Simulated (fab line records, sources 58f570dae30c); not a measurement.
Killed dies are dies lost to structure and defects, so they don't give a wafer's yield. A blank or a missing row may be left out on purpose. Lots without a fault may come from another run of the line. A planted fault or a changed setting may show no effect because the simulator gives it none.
Which tool did it? | flow berkeley_cmos170 | 7 lots, 21 wafers sampled, at 2 steps of a route of 331

WHAT THE GAUGES READ, wafer by wafer
UCB170_SDANNEAL_RS_MEAS_05: measures by four-point-probe.
lot  | measured     | on            | NLDD_RS (ohm/sq)
L653 | day 6 21:55  | film_metro-02 | 616.0 616.1 617.9
L655 | day 7 01:50  | film_metro-02 | 664.1 664.8 667.7 666.2 665.5 668.6
L657 | day 7 19:45  | film_metro-03 | 662.5 665.8 663.4 664.8 664.4 664.3
L665 | day 9 20:23  | film_metro-04 | 613.9 615.7 614.6
L668 | day 10 18:40 | film_metro-03 | 615.3 615.6 613.2
L670 | day 11 10:47 | film_metro-03 | 614.4 617.7 615.8
L673 | day 11 11:10 | film_metro-02 | 614.6 615.0 613.8

WHICH TOOL RAN EACH LOT (tool, then ch and the chambers of the sampled wafers, then the start)
lot  | UCB170_NLDD_IMPLANT_09
L653 | implanter-03 ch 0, day 6 11:43
L655 | implanter-03 ch 0, day 6 16:16
L657 | implanter-03 ch 0, day 7 08:14
L665 | implanter-04 ch 0, day 9 08:11
L668 | implanter-03 ch 0, day 10 06:55
L670 | implanter-03 ch 0, day 10 20:09
L673 | implanter-03 ch 0, day 11 01:20
- UCB170_NLDD_IMPLANT_09

THE ANSWER, worked out from the rows above alone
Rule: what is usual is taken from the lots themselves. Put in order of their means at a reading, lots are off if they are a third of the lots or fewer, leave a main group of 4 or more, and stand apart from it by a gap of 3 or more times the standard deviation of the main group's means; of several such gaps the widest counts. A main group whose means are all the same, to the digits that the tables above print for the reading, isn't used. A lot without any number at a reading at which 4 lots or more have one is off too. The other lots that the step has rows for count as sound.
Off: L655, L657, at UCB170_SDANNEAL_RS_MEAS_05 (NLDD_RS). The main group: mean 615.3 ohm/sq, standard deviation 0.86.
A tool fits if, at a process step before that reading, it ran every lot that is off, and no sound lot after the first of them. The gauges at UCB170_SDANNEAL_RS_MEAS_05 are tried like those tools. None of those tried fits.

WHAT THE SIMULATOR HAD PUT IN
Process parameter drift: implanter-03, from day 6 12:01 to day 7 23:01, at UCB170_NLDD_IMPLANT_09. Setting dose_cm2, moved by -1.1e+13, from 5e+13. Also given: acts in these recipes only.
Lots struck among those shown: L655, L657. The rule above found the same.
